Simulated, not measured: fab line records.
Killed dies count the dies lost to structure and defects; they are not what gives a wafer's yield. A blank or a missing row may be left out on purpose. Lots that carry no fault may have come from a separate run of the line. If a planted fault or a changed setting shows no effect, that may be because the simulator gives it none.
fab line records :: flow berkeleyCmos170
record
  lots=14
  wafers=42
  lastDay=14
route steps=331 shown FIELD@90
lots untouched by any fault: they come from a run of this same line in which no faults occurred
startH: the number of hours between the record's first day and the start of the first shown wafer of the lot :: waitH: how many hours have passed since the lot's step before this one :: " identical to the entry in the row above :: L1.1+2: a row that stands for several wafers :: - either no value or no given start :: * or withheld: withheld :: < > ~ a bound
route shown NAME@n: a module of which the file shows steps, and the number in the route of the first :: usual: mean and standard deviation over wafers with no fault :: same: alike in all rows :: chamber/n: place in a boat :: sites: the reading at each site :: _std_site: the standard deviation of these :: _edge_site: mean of outer sites minus mean of inner sites :: radiusMm: for every site, how far away it sits from the centre of the wafer :: mask NAME#n: copy n :: behind: the most recent tool/chamber to have shaped the wafer :: hold: reason for holding the lot/hours on hold/outcome of the hold :: device: names the non-switching transistor (n, p or np) :: end of line: tests of these same wafers at the route's end :: for a step that has no rows: nothing shown but its recipe :: killed: count of dies lost to structure and defects at first sort (not the wafer's yield) :: map: dies across one wafer; x = killed, . = not, _ = none there
set.NAME: the setting the step ran with; set.NAME@STEP: the setting that earlier step ran with :: model.NAME: the simulator's own value behind a step, which no gauge read
route steps across a sampled set of lots; one table per step, one row per wafer
services: a tool's chamber out of use, with start hour (startH, from the record's first day; less than 0 if before it), hours out, and reason
## steps
# step UCB170_FIELD_OXIDATION_01
# recipe
  tempC=1000
  ambient=H2O
  pH2oTorr=584.62
  targetThkA=5583
  oxTimeS=7200
lot.wafer: L682.2+4+5
tool: furnace-02
chamber: 0
startH: 98.29
waitH: 2.5

lot.wafer: L683.2+4+5
tool: furnace-02
chamber: 0
startH: 104.13
waitH: 4.8

lot.wafer: L684.4+5+6
tool: furnace-04
chamber: 0
startH: 109.62
waitH: 4.6

lot.wafer: L685.1+4+6
tool: furnace-04
chamber: 0
startH: 109.62
waitH: 4.6

lot.wafer: L686.2+3+5
tool: furnace-01
chamber: 0
startH: 117.96
waitH: 2.6

lot.wafer: L687.2+3+6
tool: furnace-04
chamber: 0
startH: 128.95
waitH: 4.3

lot.wafer: L688.2+3+6
tool: furnace-04
chamber: 0
startH: 128.95
waitH: 4.3

lot.wafer: L691.1+3+5
tool: furnace-04
chamber: 0
startH: 140.71
waitH: 4.9

lot.wafer: L692.1+4+5
tool: furnace-04
chamber: 0
startH: 146.31
waitH: 5.0

lot.wafer: L698.3+5+6
tool: furnace-01
chamber: 0
startH: 198.84
waitH: 4.5

lot.wafer: L699.2+3+4
tool: furnace-01
chamber: 0
startH: 198.84
waitH: 3.6

lot.wafer: L700.3+4+5
tool: furnace-01
chamber: 0
startH: 198.84
waitH: 3.7

lot.wafer: L704.2+3+5
tool: furnace-04
chamber: 0
startH: 221.88
waitH: 5.7

lot.wafer: L705.1+2+4
tool: furnace-02
chamber: 0
startH: 233.38
waitH: 7.7
# step UCB170_FIELD_THK_MEAS_02
# recipe
  reads=SiO2_of_FIELD_OXIDATION_01
# usual
  FIELD_OXIDE_THK=566/11
lot.wafer: L682.2
tool: filmMetro-01
chamber: -
startH: 101.30
waitH: 0.0
FIELD_OXIDE_THK[nm]: 557

lot.wafer: L682.4
tool: filmMetro-01
chamber: -
startH: 101.30
waitH: 0.0
FIELD_OXIDE_THK[nm]: 569

lot.wafer: L682.5
tool: filmMetro-01
chamber: -
startH: 101.30
waitH: 0.0
FIELD_OXIDE_THK[nm]: 567

lot.wafer: L683.2
tool: filmMetro-02
chamber: -
startH: 107.14
waitH: 0.0
FIELD_OXIDE_THK[nm]: 584

lot.wafer: L683.4
tool: filmMetro-02
chamber: -
startH: 107.14
waitH: 0.0
FIELD_OXIDE_THK[nm]: 579

lot.wafer: L683.5
tool: filmMetro-02
chamber: -
startH: 107.14
waitH: 0.0
FIELD_OXIDE_THK[nm]: 582

lot.wafer: L685.1
tool: filmMetro-01
chamber: -
startH: 112.63
waitH: 0.0
FIELD_OXIDE_THK[nm]: 559

lot.wafer: L685.4
tool: filmMetro-01
chamber: -
startH: 112.63
waitH: 0.0
FIELD_OXIDE_THK[nm]: 545

lot.wafer: L685.6
tool: filmMetro-01
chamber: -
startH: 112.63
waitH: 0.0
FIELD_OXIDE_THK[nm]: 560

lot.wafer: L684.4
tool: filmMetro-03
chamber: -
startH: 112.66
waitH: 0.0
FIELD_OXIDE_THK[nm]: 565

lot.wafer: L684.5
tool: filmMetro-03
chamber: -
startH: 112.66
waitH: 0.0
FIELD_OXIDE_THK[nm]: 559

lot.wafer: L684.6
tool: filmMetro-03
chamber: -
startH: 112.66
waitH: 0.0
FIELD_OXIDE_THK[nm]: 570

lot.wafer: L686.2
tool: filmMetro-03
chamber: -
startH: 120.97
waitH: 0.0
FIELD_OXIDE_THK[nm]: 563

lot.wafer: L686.3
tool: filmMetro-03
chamber: -
startH: 120.97
waitH: 0.0
FIELD_OXIDE_THK[nm]: 568

lot.wafer: L686.5
tool: filmMetro-03
chamber: -
startH: 120.97
waitH: 0.0
FIELD_OXIDE_THK[nm]: 559

lot.wafer: L687.2
tool: filmMetro-03
chamber: -
startH: 131.96
waitH: 0.0
FIELD_OXIDE_THK[nm]: 584

lot.wafer: L687.3
tool: filmMetro-03
chamber: -
startH: 131.96
waitH: 0.0
FIELD_OXIDE_THK[nm]: 583

lot.wafer: L687.6
tool: filmMetro-03
chamber: -
startH: 131.96
waitH: 0.0
FIELD_OXIDE_THK[nm]: 573

lot.wafer: L688.2
tool: filmMetro-03
chamber: -
startH: 132.02
waitH: 0.1
FIELD_OXIDE_THK[nm]: 555

lot.wafer: L688.3
tool: filmMetro-03
chamber: -
startH: 132.02
waitH: 0.1
FIELD_OXIDE_THK[nm]: 556

lot.wafer: L688.6
tool: filmMetro-03
chamber: -
startH: 132.02
waitH: 0.1
FIELD_OXIDE_THK[nm]: 558

lot.wafer: L691.1
tool: filmMetro-03
chamber: -
startH: 143.71
waitH: 0.0
FIELD_OXIDE_THK[nm]: 352

lot.wafer: L691.3
tool: filmMetro-03
chamber: -
startH: 143.71
waitH: 0.0
FIELD_OXIDE_THK[nm]: 358

lot.wafer: L691.5
tool: filmMetro-03
chamber: -
startH: 143.71
waitH: 0.0
FIELD_OXIDE_THK[nm]: 359

lot.wafer: L692.1
tool: filmMetro-03
chamber: -
startH: 149.31
waitH: 0.0
FIELD_OXIDE_THK[nm]: 349

lot.wafer: L692.4
tool: filmMetro-03
chamber: -
startH: 149.31
waitH: 0.0
FIELD_OXIDE_THK[nm]: 362

lot.wafer: L692.5
tool: filmMetro-03
chamber: -
startH: 149.31
waitH: 0.0
FIELD_OXIDE_THK[nm]: 363

lot.wafer: L699.2
tool: filmMetro-01
chamber: -
startH: 201.85
waitH: 0.0
FIELD_OXIDE_THK[nm]: 559

lot.wafer: L699.3
tool: filmMetro-01
chamber: -
startH: 201.85
waitH: 0.0
FIELD_OXIDE_THK[nm]: 581

lot.wafer: L699.4
tool: filmMetro-01
chamber: -
startH: 201.85
waitH: 0.0
FIELD_OXIDE_THK[nm]: 571

lot.wafer: L698.3
tool: filmMetro-03
chamber: -
startH: 201.86
waitH: 0.0
FIELD_OXIDE_THK[nm]: 566

lot.wafer: L698.5
tool: filmMetro-03
chamber: -
startH: 201.86
waitH: 0.0
FIELD_OXIDE_THK[nm]: 579

lot.wafer: L698.6
tool: filmMetro-03
chamber: -
startH: 201.86
waitH: 0.0
FIELD_OXIDE_THK[nm]: 575

lot.wafer: L700.3
tool: filmMetro-02
chamber: -
startH: 201.86
waitH: 0.0
FIELD_OXIDE_THK[nm]: 585

lot.wafer: L700.4
tool: filmMetro-02
chamber: -
startH: 201.86
waitH: 0.0
FIELD_OXIDE_THK[nm]: 583

lot.wafer: L700.5
tool: filmMetro-02
chamber: -
startH: 201.86
waitH: 0.0
FIELD_OXIDE_THK[nm]: 572

lot.wafer: L704.2
tool: filmMetro-01
chamber: -
startH: 224.89
waitH: 0.0
FIELD_OXIDE_THK[nm]: 562

lot.wafer: L704.3
tool: filmMetro-01
chamber: -
startH: 224.89
waitH: 0.0
FIELD_OXIDE_THK[nm]: 557

lot.wafer: L704.5
tool: filmMetro-01
chamber: -
startH: 224.89
waitH: 0.0
FIELD_OXIDE_THK[nm]: 558

lot.wafer: L705.1
tool: filmMetro-01
chamber: -
startH: 236.38
waitH: 0.0
FIELD_OXIDE_THK[nm]: 546

lot.wafer: L705.2
tool: filmMetro-01
chamber: -
startH: 236.38
waitH: 0.0
FIELD_OXIDE_THK[nm]: 558

lot.wafer: L705.4
tool: filmMetro-01
chamber: -
startH: 236.38
waitH: 0.0
FIELD_OXIDE_THK[nm]: 546
# step UCB170_FIELD_THK_MEAS_90
# recipe
  reads=SiO2_of_FIELD_OXIDATION_01
# usual
  FIELD_OXIDE_LEFT_1_THK=449/11
lot.wafer: L682.2
tool: filmMetro-01
chamber: -
startH: 108.59
waitH: 0.0
FIELD_OXIDE_LEFT_1_THK[nm]: 439

lot.wafer: L682.4
tool: filmMetro-01
chamber: -
startH: 108.59
waitH: 0.0
FIELD_OXIDE_LEFT_1_THK[nm]: 450

lot.wafer: L682.5
tool: filmMetro-01
chamber: -
startH: 108.59
waitH: 0.0
FIELD_OXIDE_LEFT_1_THK[nm]: 449

lot.wafer: L683.2
tool: filmMetro-03
chamber: -
startH: 119.49
waitH: 0.0
FIELD_OXIDE_LEFT_1_THK[nm]: 467

lot.wafer: L683.4
tool: filmMetro-03
chamber: -
startH: 119.49
waitH: 0.0
FIELD_OXIDE_LEFT_1_THK[nm]: 462

lot.wafer: L683.5
tool: filmMetro-03
chamber: -
startH: 119.49
waitH: 0.0
FIELD_OXIDE_LEFT_1_THK[nm]: 465

lot.wafer: L685.1
tool: filmMetro-01
chamber: -
startH: 122.87
waitH: 0.0
FIELD_OXIDE_LEFT_1_THK[nm]: 444

lot.wafer: L685.4
tool: filmMetro-01
chamber: -
startH: 122.87
waitH: 0.0
FIELD_OXIDE_LEFT_1_THK[nm]: 430

lot.wafer: L685.6
tool: filmMetro-01
chamber: -
startH: 122.87
waitH: 0.0
FIELD_OXIDE_LEFT_1_THK[nm]: 444

lot.wafer: L684.4
tool: filmMetro-02
chamber: -
startH: 122.90
waitH: 0.0
FIELD_OXIDE_LEFT_1_THK[nm]: 449

lot.wafer: L684.5
tool: filmMetro-02
chamber: -
startH: 122.90
waitH: 0.0
FIELD_OXIDE_LEFT_1_THK[nm]: 443

lot.wafer: L684.6
tool: filmMetro-02
chamber: -
startH: 122.90
waitH: 0.0
FIELD_OXIDE_LEFT_1_THK[nm]: 454

lot.wafer: L686.2
tool: filmMetro-02
chamber: -
startH: 131.60
waitH: 0.0
FIELD_OXIDE_LEFT_1_THK[nm]: 445

lot.wafer: L686.3
tool: filmMetro-02
chamber: -
startH: 131.60
waitH: 0.0
FIELD_OXIDE_LEFT_1_THK[nm]: 451

lot.wafer: L686.5
tool: filmMetro-02
chamber: -
startH: 131.60
waitH: 0.0
FIELD_OXIDE_LEFT_1_THK[nm]: 442

lot.wafer: L688.2
tool: filmMetro-02
chamber: -
startH: 142.50
waitH: 0.0
FIELD_OXIDE_LEFT_1_THK[nm]: 437

lot.wafer: L688.3
tool: filmMetro-02
chamber: -
startH: 142.50
waitH: 0.0
FIELD_OXIDE_LEFT_1_THK[nm]: 438

lot.wafer: L688.6
tool: filmMetro-02
chamber: -
startH: 142.50
waitH: 0.0
FIELD_OXIDE_LEFT_1_THK[nm]: 441

lot.wafer: L687.2
tool: filmMetro-01
chamber: -
startH: 142.56
waitH: 0.1
FIELD_OXIDE_LEFT_1_THK[nm]: 468

lot.wafer: L687.3
tool: filmMetro-01
chamber: -
startH: 142.56
waitH: 0.1
FIELD_OXIDE_LEFT_1_THK[nm]: 467

lot.wafer: L687.6
tool: filmMetro-01
chamber: -
startH: 142.56
waitH: 0.1
FIELD_OXIDE_LEFT_1_THK[nm]: 458

lot.wafer: L691.1
tool: filmMetro-01
chamber: -
startH: 155.98
waitH: 0.0
FIELD_OXIDE_LEFT_1_THK[nm]: 237

lot.wafer: L691.3
tool: filmMetro-01
chamber: -
startH: 155.98
waitH: 0.0
FIELD_OXIDE_LEFT_1_THK[nm]: 243

lot.wafer: L691.5
tool: filmMetro-01
chamber: -
startH: 155.98
waitH: 0.0
FIELD_OXIDE_LEFT_1_THK[nm]: 244

lot.wafer: L692.1
tool: filmMetro-02
chamber: -
startH: 155.98
waitH: 0.0
FIELD_OXIDE_LEFT_1_THK[nm]: 232

lot.wafer: L692.4
tool: filmMetro-02
chamber: -
startH: 155.98
waitH: 0.0
FIELD_OXIDE_LEFT_1_THK[nm]: 246

lot.wafer: L692.5
tool: filmMetro-02
chamber: -
startH: 155.98
waitH: 0.0
FIELD_OXIDE_LEFT_1_THK[nm]: 248

lot.wafer: L699.2
tool: filmMetro-03
chamber: -
startH: 212.29
waitH: 0.0
FIELD_OXIDE_LEFT_1_THK[nm]: 442

lot.wafer: L699.3
tool: filmMetro-03
chamber: -
startH: 212.29
waitH: 0.0
FIELD_OXIDE_LEFT_1_THK[nm]: 465

lot.wafer: L699.4
tool: filmMetro-03
chamber: -
startH: 212.29
waitH: 0.0
FIELD_OXIDE_LEFT_1_THK[nm]: 454

lot.wafer: L698.3
tool: filmMetro-01
chamber: -
startH: 212.30
waitH: 0.0
FIELD_OXIDE_LEFT_1_THK[nm]: 449

lot.wafer: L698.5
tool: filmMetro-01
chamber: -
startH: 212.30
waitH: 0.0
FIELD_OXIDE_LEFT_1_THK[nm]: 461

lot.wafer: L698.6
tool: filmMetro-01
chamber: -
startH: 212.30
waitH: 0.0
FIELD_OXIDE_LEFT_1_THK[nm]: 458

lot.wafer: L700.3
tool: filmMetro-02
chamber: -
startH: 212.30
waitH: 0.0
FIELD_OXIDE_LEFT_1_THK[nm]: 466

lot.wafer: L700.4
tool: filmMetro-02
chamber: -
startH: 212.30
waitH: 0.0
FIELD_OXIDE_LEFT_1_THK[nm]: 466

lot.wafer: L700.5
tool: filmMetro-02
chamber: -
startH: 212.30
waitH: 0.0
FIELD_OXIDE_LEFT_1_THK[nm]: 455

lot.wafer: L704.2
tool: filmMetro-03
chamber: -
startH: 237.39
waitH: 0.0
FIELD_OXIDE_LEFT_1_THK[nm]: 445

lot.wafer: L704.3
tool: filmMetro-03
chamber: -
startH: 237.39
waitH: 0.0
FIELD_OXIDE_LEFT_1_THK[nm]: 440

lot.wafer: L704.5
tool: filmMetro-03
chamber: -
startH: 237.39
waitH: 0.0
FIELD_OXIDE_LEFT_1_THK[nm]: 440

lot.wafer: L705.1
tool: filmMetro-01
chamber: -
startH: 244.88
waitH: 0.0
FIELD_OXIDE_LEFT_1_THK[nm]: 431

lot.wafer: L705.2
tool: filmMetro-01
chamber: -
startH: 244.88
waitH: 0.0
FIELD_OXIDE_LEFT_1_THK[nm]: 442

lot.wafer: L705.4
tool: filmMetro-01
chamber: -
startH: 244.88
waitH: 0.0
FIELD_OXIDE_LEFT_1_THK[nm]: 430
# step UCB170_FIELD_THK_MEAS_91
# recipe
  reads=SiO2_of_FIELD_OXIDATION_01
# usual
  FIELD_OXIDE_LEFT_2_THK=361/11
lot.wafer: L682.2
tool: filmMetro-01
chamber: -
startH: 133.81
waitH: 0.0
FIELD_OXIDE_LEFT_2_THK[nm]: 351

lot.wafer: L682.4
tool: filmMetro-01
chamber: -
startH: 133.81
waitH: 0.0
FIELD_OXIDE_LEFT_2_THK[nm]: 363

lot.wafer: L682.5
tool: filmMetro-01
chamber: -
startH: 133.81
waitH: 0.0
FIELD_OXIDE_LEFT_2_THK[nm]: 361

lot.wafer: L683.2
tool: filmMetro-01
chamber: -
startH: 143.54
waitH: 0.0
FIELD_OXIDE_LEFT_2_THK[nm]: 379

lot.wafer: L683.4
tool: filmMetro-01
chamber: -
startH: 143.54
waitH: 0.0
FIELD_OXIDE_LEFT_2_THK[nm]: 373

lot.wafer: L683.5
tool: filmMetro-01
chamber: -
startH: 143.54
waitH: 0.0
FIELD_OXIDE_LEFT_2_THK[nm]: 377

lot.wafer: L684.4
tool: filmMetro-01
chamber: -
startH: 143.68
waitH: 0.0
FIELD_OXIDE_LEFT_2_THK[nm]: 361

lot.wafer: L684.5
tool: filmMetro-01
chamber: -
startH: 143.68
waitH: 0.0
FIELD_OXIDE_LEFT_2_THK[nm]: 355

lot.wafer: L684.6
tool: filmMetro-01
chamber: -
startH: 143.68
waitH: 0.0
FIELD_OXIDE_LEFT_2_THK[nm]: 366

lot.wafer: L685.1
tool: filmMetro-02
chamber: -
startH: 143.70
waitH: 0.0
FIELD_OXIDE_LEFT_2_THK[nm]: 355

lot.wafer: L685.4
tool: filmMetro-02
chamber: -
startH: 143.70
waitH: 0.0
FIELD_OXIDE_LEFT_2_THK[nm]: 342

lot.wafer: L685.6
tool: filmMetro-02
chamber: -
startH: 143.70
waitH: 0.0
FIELD_OXIDE_LEFT_2_THK[nm]: 356

lot.wafer: L686.2
tool: filmMetro-02
chamber: -
startH: 153.61
waitH: 0.0
FIELD_OXIDE_LEFT_2_THK[nm]: 357

lot.wafer: L686.3
tool: filmMetro-02
chamber: -
startH: 153.61
waitH: 0.0
FIELD_OXIDE_LEFT_2_THK[nm]: 362

lot.wafer: L686.5
tool: filmMetro-02
chamber: -
startH: 153.61
waitH: 0.0
FIELD_OXIDE_LEFT_2_THK[nm]: 354

lot.wafer: L688.2
tool: filmMetro-01
chamber: -
startH: 173.23
waitH: 0.0
FIELD_OXIDE_LEFT_2_THK[nm]: 350

lot.wafer: L688.3
tool: filmMetro-01
chamber: -
startH: 173.23
waitH: 0.0
FIELD_OXIDE_LEFT_2_THK[nm]: 350

lot.wafer: L688.6
tool: filmMetro-01
chamber: -
startH: 173.23
waitH: 0.0
FIELD_OXIDE_LEFT_2_THK[nm]: 353

lot.wafer: L687.2
tool: filmMetro-02
chamber: -
startH: 173.59
waitH: 0.0
FIELD_OXIDE_LEFT_2_THK[nm]: 381

lot.wafer: L687.3
tool: filmMetro-02
chamber: -
startH: 173.59
waitH: 0.0
FIELD_OXIDE_LEFT_2_THK[nm]: 379

lot.wafer: L687.6
tool: filmMetro-02
chamber: -
startH: 173.59
waitH: 0.0
FIELD_OXIDE_LEFT_2_THK[nm]: 370

lot.wafer: L692.1
tool: filmMetro-01
chamber: -
startH: 189.61
waitH: 0.0
FIELD_OXIDE_LEFT_2_THK[nm]: 145

lot.wafer: L692.4
tool: filmMetro-01
chamber: -
startH: 189.61
waitH: 0.0
FIELD_OXIDE_LEFT_2_THK[nm]: 158

lot.wafer: L692.5
tool: filmMetro-01
chamber: -
startH: 189.61
waitH: 0.0
FIELD_OXIDE_LEFT_2_THK[nm]: 160

lot.wafer: L691.1
tool: filmMetro-02
chamber: -
startH: 189.93
waitH: 0.0
FIELD_OXIDE_LEFT_2_THK[nm]: 149

lot.wafer: L691.3
tool: filmMetro-02
chamber: -
startH: 189.93
waitH: 0.0
FIELD_OXIDE_LEFT_2_THK[nm]: 155

lot.wafer: L691.5
tool: filmMetro-02
chamber: -
startH: 189.93
waitH: 0.0
FIELD_OXIDE_LEFT_2_THK[nm]: 156

lot.wafer: L699.2
tool: filmMetro-03
chamber: -
startH: 240.27
waitH: 0.0
FIELD_OXIDE_LEFT_2_THK[nm]: 354

lot.wafer: L699.3
tool: filmMetro-03
chamber: -
startH: 240.27
waitH: 0.0
FIELD_OXIDE_LEFT_2_THK[nm]: 376

lot.wafer: L699.4
tool: filmMetro-03
chamber: -
startH: 240.27
waitH: 0.0
FIELD_OXIDE_LEFT_2_THK[nm]: 366

lot.wafer: L700.3
tool: filmMetro-02
chamber: -
startH: 240.58
waitH: 0.0
FIELD_OXIDE_LEFT_2_THK[nm]: 378

lot.wafer: L700.4
tool: filmMetro-02
chamber: -
startH: 240.58
waitH: 0.0
FIELD_OXIDE_LEFT_2_THK[nm]: 378

lot.wafer: L700.5
tool: filmMetro-02
chamber: -
startH: 240.58
waitH: 0.0
FIELD_OXIDE_LEFT_2_THK[nm]: 367

lot.wafer: L698.3
tool: filmMetro-02
chamber: -
startH: 240.87
waitH: 0.0
FIELD_OXIDE_LEFT_2_THK[nm]: 361

lot.wafer: L698.5
tool: filmMetro-02
chamber: -
startH: 240.87
waitH: 0.0
FIELD_OXIDE_LEFT_2_THK[nm]: 373

lot.wafer: L698.6
tool: filmMetro-02
chamber: -
startH: 240.87
waitH: 0.0
FIELD_OXIDE_LEFT_2_THK[nm]: 370

lot.wafer: L704.2
tool: filmMetro-01
chamber: -
startH: 261.47
waitH: 0.0
FIELD_OXIDE_LEFT_2_THK[nm]: 356

lot.wafer: L704.3
tool: filmMetro-01
chamber: -
startH: 261.47
waitH: 0.0
FIELD_OXIDE_LEFT_2_THK[nm]: 352

lot.wafer: L704.5
tool: filmMetro-01
chamber: -
startH: 261.47
waitH: 0.0
FIELD_OXIDE_LEFT_2_THK[nm]: 353

lot.wafer: L705.1
tool: filmMetro-01
chamber: -
startH: 268.88
waitH: 0.0
FIELD_OXIDE_LEFT_2_THK[nm]: 342

lot.wafer: L705.2
tool: filmMetro-01
chamber: -
startH: 268.88
waitH: 0.0
FIELD_OXIDE_LEFT_2_THK[nm]: 353

lot.wafer: L705.4
tool: filmMetro-01
chamber: -
startH: 268.88
waitH: 0.0
FIELD_OXIDE_LEFT_2_THK[nm]: 342
## services
tool: furnace-02
chamber: -
startH: 147.31
hours: 48.1
kind: pm

tool: furnace-01
chamber: -
startH: 175.34
hours: 4.0
kind: pm

tool: furnace-02
chamber: -
startH: 209.55
hours: 3.0
kind: pm

tool: furnace-01
chamber: -
startH: 213.46
hours: 3.8
kind: pm

tool: furnace-04
chamber: -
startH: 226.23
hours: 5.3
kind: pm
## key
firstSign
  step=UCB170_FIELD_THK_MEAS_02
  reading=FIELD_OXIDE_THK
  direction=down
  sigmas=20
  usual=566
  struck=357
effect
  step=UCB170_FIELD_THK_MEAS_90
  reading=FIELD_OXIDE_LEFT_1_THK
  direction=down
  sigmas=19
  usual=449
  struck=242
effect
  step=UCB170_FIELD_THK_MEAS_91
  reading=FIELD_OXIDE_LEFT_2_THK
  direction=down
  sigmas=19
  usual=361
  struck=154
metAt UCB170_FIELD_OXIDATION_01
struckLots L691,L692
testerLeftOut L691,L692
onsetBetween 128.95 140.71
fault
  kind=processParameterDrift
  tool=furnace-04
  chamber=-
  onsetH=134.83
  steps=UCB170_FIELD_OXIDATION_01
  channel=oxTimeS
  offset=*
  shape=step
  endH=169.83
  actsIn=*
  stated=*
# testerLeftOut: of these lots the tester's yield and bins aren't shown, on N5 and GAA mostly nor the transistor test; their killed dies are dies lost to structure and defects alone, not to doping, threshold or leakage, so they don't give the yield
